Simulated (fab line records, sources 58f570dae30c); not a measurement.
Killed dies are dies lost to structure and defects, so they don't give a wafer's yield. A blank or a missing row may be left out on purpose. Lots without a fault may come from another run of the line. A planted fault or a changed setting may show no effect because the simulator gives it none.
fab line records | flow berkeley_cmos170
record lots=5 wafers=23
route steps=331 shown M3@310
start_h: hours from the record's first day to the start of the lot's first wafer shown | wait_h: hours since the lot's step before | " the same as in the row above | L1.1+2: a row that stands for several wafers | - no value, or no start given | * or withheld: withheld | < > ~ a bound
route shown NAME@n: a module of which the file shows steps, and the number in the route of the first | usual: mean/standard deviation of fault-free wafers | same: alike in all rows | chamber/n: place in a boat | sites: the reading at each site | _std_site: their standard deviation | _edge_site: outer sites' mean less inner sites' | radius_mm: how far each site lies from the wafer's centre | mask NAME#n: copy n | behind: the tool/chamber that last shaped the wafer | hold: why the lot was held/for how many hours/how that ended | device: the transistor (n, p or np) that didn't switch | end of line: the same wafers' tests at the end of the route | a step without rows: its recipe alone | killed: dies lost to structure and defects at the first sort, not the wafer's yield | map: a wafer's dies, x killed, . not, _ none there
set.NAME: the setting as run; set.NAME@STEP: as run at that earlier step | model.NAME: the simulator's own value behind a step, which no gauge read
lots whose settings were changed on purpose; a table a step, a row a wafer
## steps
# step UCB170_M3_SPUTTER_01
# recipe material=Al target_thk_nm=900 time_s=120 power_w=6000 chamber_pressure_pa=0.5
# columns lot.wafer tool chamber start_h wait_h set.time_s model.Al_of_M3_SPUTTER_01.thk_nm
L074.1 pvd_sputter-01 - 177.52 0.0 120 912.2
L074.3 " - " " 120 903.8
L074.4 " - " " 120 901.4
L074.5 " - " " 120 904.9
L074.6 " - " " 120 903.2
L076.2 pvd_sputter-03 - 193.02 0.0 120 908.9
L076.3 " - " " 120 896.2
L076.4 " - " " 133.2 1002
L076.5 " - " " 133.2 1014
L076.6 " - " " 133.2 1004
L075.1 pvd_sputter-04 - 194.08 0.0 120 907.5
L075.3 " - " " 120 908.4
L075.4 " - " " 128.2 970.9
L075.5 " - " " 120 906.4
L075.6 " - " " 128.2 973.5
L081.2 pvd_sputter-03 - 209.88 0.0 120 891.3
L081.3 " - " " 120 898.9
L081.4 " - " " 120 886.9
L085.1 pvd_sputter-03 - 236.44 0.0 120 897.7
L085.2 " - " " 120 895.9
L085.3 " - " " 120 899.2
L085.4 " - " " 120 892.1
L085.6 " - " " 120 902.2
# step UCB170_M3_RS_MEAS_02
# recipe thk_meas_gauge=four-point-probe reads=Al_of_M3_SPUTTER_01
# usual M3_AL_RS=0.03208/0.00029
# columns lot.wafer tool chamber start_h wait_h set.time_s@M3_SPUTTER_01 M3_AL_RS[ohm/sq]
L074.1 film_metro-04 - 177.60 0.0 120 0.0316
L074.3 " - " " 120 0.03192
L074.4 " - " " 120 0.03199
L074.5 " - " " 120 0.03191
L074.6 " - " " 120 0.03195
L076.2 film_metro-03 - 193.13 0.1 120 0.03184
L076.3 " - " " 120 0.03229
L076.4 " - " " 133.2 0.0288
L076.5 " - " " 133.2 0.02852
L076.6 " - " " 133.2 0.02873
L075.1 film_metro-04 - 194.16 0.0 120 0.03178
L075.3 " - " " 120 0.03176
L075.4 " - " " 128.2 0.02971
L075.5 " - " " 120 0.03187
L075.6 " - " " 128.2 0.02957
L081.2 film_metro-03 - 209.98 0.1 120 0.03246
L081.3 " - " " 120 0.03219
L081.4 " - " " 120 0.03265
L085.1 film_metro-03 - 236.52 0.0 120 0.03224
L085.2 " - " " 120 0.03228
L085.3 " - " " 120 0.03217
L085.4 " - " " 120 0.03243
L085.6 " - " " 120 0.03212
# step UCB170_M3_THK_MEAS_03
# recipe thk_meas_gauge=xrf reads=Al_of_M3_SPUTTER_01
# usual M3_AL_THK=899/11
# columns lot.wafer tool chamber start_h wait_h set.time_s@M3_SPUTTER_01 M3_AL_THK[nm]
L074.1 film_metro-04 - 177.72 0.1 120 917
L074.3 " - " " 120 910
L074.4 " - " " 120 903
L074.5 " - " " 120 908
L074.6 " - " " 120 906
L076.2 film_metro-03 - 193.24 0.1 120 901
L076.3 " - " " 120 892
L076.4 " - " " 133.2 994
L076.5 " - " " 133.2 1005
L076.6 " - " " 133.2 993
L075.1 film_metro-04 - 194.28 0.1 120 912
L075.3 " - " " 120 914
L075.4 " - " " 128.2 978
L075.5 " - " " 120 917
L075.6 " - " " 128.2 982
L081.2 film_metro-03 - 210.09 0.1 120 883
L081.3 " - " " 120 891
L081.4 " - " " 120 872
L085.1 film_metro-03 - 236.64 0.1 120 894
L085.2 " - " " 120 890
L085.3 " - " " 120 892
L085.4 " - " " 120 885
L085.6 " - " " 120 893
# step UCB170_M3_COAT_10
# recipe resist=KrF spin_rpm=1500 resist_thk_nm=900
# columns lot.wafer tool chamber start_h wait_h set.resist_thk_nm model.KrF_of_M3_COAT_10.thk_nm
L074.1 litho_track-03 0 - - 935.7 934.6
L074.3 " 0 " " 935.7 932.8
L074.4 " 0 " " 900 897.5
L074.5 " 0 " " 900 899.4
L074.6 " 0 " " 935.7 934
L076.2 litho_track-01 0 - - 900 903.8
L076.3 " 0 " " 940 942.5
L076.4+5 " 0 " " 940 -
L076.6 " 0 " " 900 -
L075.1 litho_track-04 0 - - 947.1 946.7
L075.3 " 0 " " 900 896.3
L075.4 " 0 " " 947.1 -
L075.5 " 0 " " 947.1 943.2
L075.6 " 0 " " 900 -
L081.2 litho_track-01 0 - - 900 904.1
L081.3 " 0 " " 900 904.4
L081.4 " 0 " " 900 899
L085.1 litho_track-01 0 - - 900 897.3
L085.2+6 " 0 " " 900 899.3
L085.3 " 0 " " 900 900.2
L085.4 " 0 " " 900 896.5
# step UCB170_M3_METAL_ETCH_18
# recipe chemistry=Cl2/BCl3 target=Al stop_on=SiO2 pressure_mtorr=12 target_depth_a=11700 over_etch_frac=0.3 time_s=195 icp_w=600 bias_w=120 Cl2_flow_sccm=90 bcl3_flow_sccm=45
# usual oes_product_au=0.852/0.017
# columns lot.wafer tool chamber start_h wait_h set.icp_w set.leave_above_ref_nm@V2_CMP_02 set.time_s@M3_SPUTTER_01 set.resist_thk_nm@M3_COAT_10 oes_product_au model.KrF_of_M3_COAT_10.thk_nm model.SiO2_of_V2_CVD_00.thk_nm
L074.1 rie_metal-04 0 179.96 - 600 965.1 120 935.7 0.866 250.1 903.3
L074.3 " 1 " " 600 965.1 120 935.7 0.874 236.9 903.6
L074.4 " 0 " " 600 1000 120 900 0.868 202.6 937.7
L074.5 " 0 " " 529.4 965.1 120 900 0.865 281.9 909.3
L074.6 " 1 " " 529.4 1000 120 935.7 0.892 310.4 942.7
L076.2 rie_metal-03 1 197.19 - 600 1000 120 900 0.856 221.5 937.3
L076.3 " 0 " " 600 1000 120 940 0.834 247.9 936.9
L076.4 " 1 " " 600 1000 133.2 940 0.904 - -
L076.5 " 0 " " 554.7 1000 133.2 940 0.903 - -
L076.6 " 1 " " 554.7 1000 133.2 900 0.902 - -
L075.1 rie_metal-02 0 197.54 - 600 1000 120 947.1 0.842 260.5 938.4
L075.3 " 1 " " 600 1066 120 900 0.837 209.9 1005
L075.4 " 0 " " 663 1066 128.2 947.1 0.874 - -
L075.5 " 1 " " 663 1000 120 947.1 0.837 195.8 933
L075.6 " 0 " " 663 1000 128.2 900 0.871 - -
L081.2 rie_metal-02 0 212.43 - 600 1000 120 900 0.827 216.8 939.8
L081.3 " 1 " " 600 1000 120 900 0.845 216.3 938.2
L081.4 " 0 " " 600 1000 120 900 0.823 208.6 938.7
L085.1 rie_metal-02 1 238.77 - 572 1000 120 900 0.835 241 940.2
L085.2 " 0 " " 572 1000 120 900 0.833 243.3 940.1
L085.3 " 0 " " 600 1000 120 900 0.839 215.1 936.9
L085.4 " 1 " " 600 1000 120 900 0.833 210.4 938.4
L085.6 " 1 " " 600 1000 120 900 0.828 222.3 939.9
# step UCB170_M3_STRIP_19
# recipe chemistry=O2 power_w=400 pressure_mtorr=3500 platen_temp_c=withheld o2_flow_sccm=400 overash_fraction=0.5
# step UCB170_M3_CD_MEAS_90
# recipe target_cd_nm=700
# usual cd_nm=700.2/2.3
# columns lot.wafer tool chamber start_h wait_h set.icp_w@M3_METAL_ETCH_18 cd_nm
L074.1 cd_sem-02 - 180.25 0.1 600 699.8
L074.3 " - " " 600 696.9
L074.4 " - " " 600 697.1
L074.5 " - " " 529.4 703.5
L074.6 " - " " 529.4 704.6
L076.2 cd_sem-02 - 197.50 0.1 600 702.5
L076.3 " - " " 600 700.5
L076.4 " - " " 600 704.0
L076.5 " - " " 554.7 706.3
L076.6 " - " " 554.7 705.2
L075.1 cd_sem-01 - 197.83 0.1 600 699.5
L075.3 " - " " 600 699.1
L075.4 " - " " 663 695.7
L075.5 " - " " 663 695.2
L075.6 " - " " 663 694.4
L081.2 cd_sem-02 - 212.74 0.1 600 699.7
L081.3 " - " " 600 703.1
L081.4 " - " " 600 701.7
L085.1 cd_sem-01 - 239.06 0.1 572 700.3
L085.2 " - " " 572 702.6
L085.3 " - " " 600 700.8
L085.4 " - " " 600 700.6
L085.6 " - " " 600 701.7
## key
split step=UCB170_M3_SPUTTER_01 setting=time_s stated=120 by=wafer
response step=UCB170_M3_SPUTTER_01 reading=model.Al_of_M3_SPUTTER_01.thk_nm change=+9.47 per=1% r=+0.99
response step=UCB170_M3_RS_MEAS_02 reading=M3_AL_RS change=-0.00031 per=1% r=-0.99
response step=UCB170_M3_THK_MEAS_03 reading=M3_AL_THK change=+9.28 per=1% r=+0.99
response step=UCB170_M3_METAL_ETCH_18 reading=oes_product_au change=+0.00518 per=1% r=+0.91
split step=UCB170_M3_COAT_10 setting=resist_thk_nm stated=900 by=wafer
response step=UCB170_M3_COAT_10 reading=model.KrF_of_M3_COAT_10.thk_nm change=+9.02 per=1% r=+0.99
response step=UCB170_M3_METAL_ETCH_18 reading=model.KrF_of_M3_COAT_10.thk_nm slope=+8.51 per=1% together_with=icp_w@M3_METAL_ETCH_18 explained=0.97
split step=UCB170_M3_METAL_ETCH_18 setting=icp_w stated=600 by=wafer
response step=UCB170_M3_CD_MEAS_90 reading=cd_nm change=-0.439 per=1% r=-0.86
response step=UCB170_M3_METAL_ETCH_18 reading=model.KrF_of_M3_COAT_10.thk_nm slope=-6 per=1% together_with=resist_thk_nm@M3_COAT_10 explained=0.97
split outside_this_file step=UCB170_V2_CMP_02 setting=leave_above_ref_nm
# split outside_this_file: this setting was split too, and the file shows its column; the key of that split is in another file
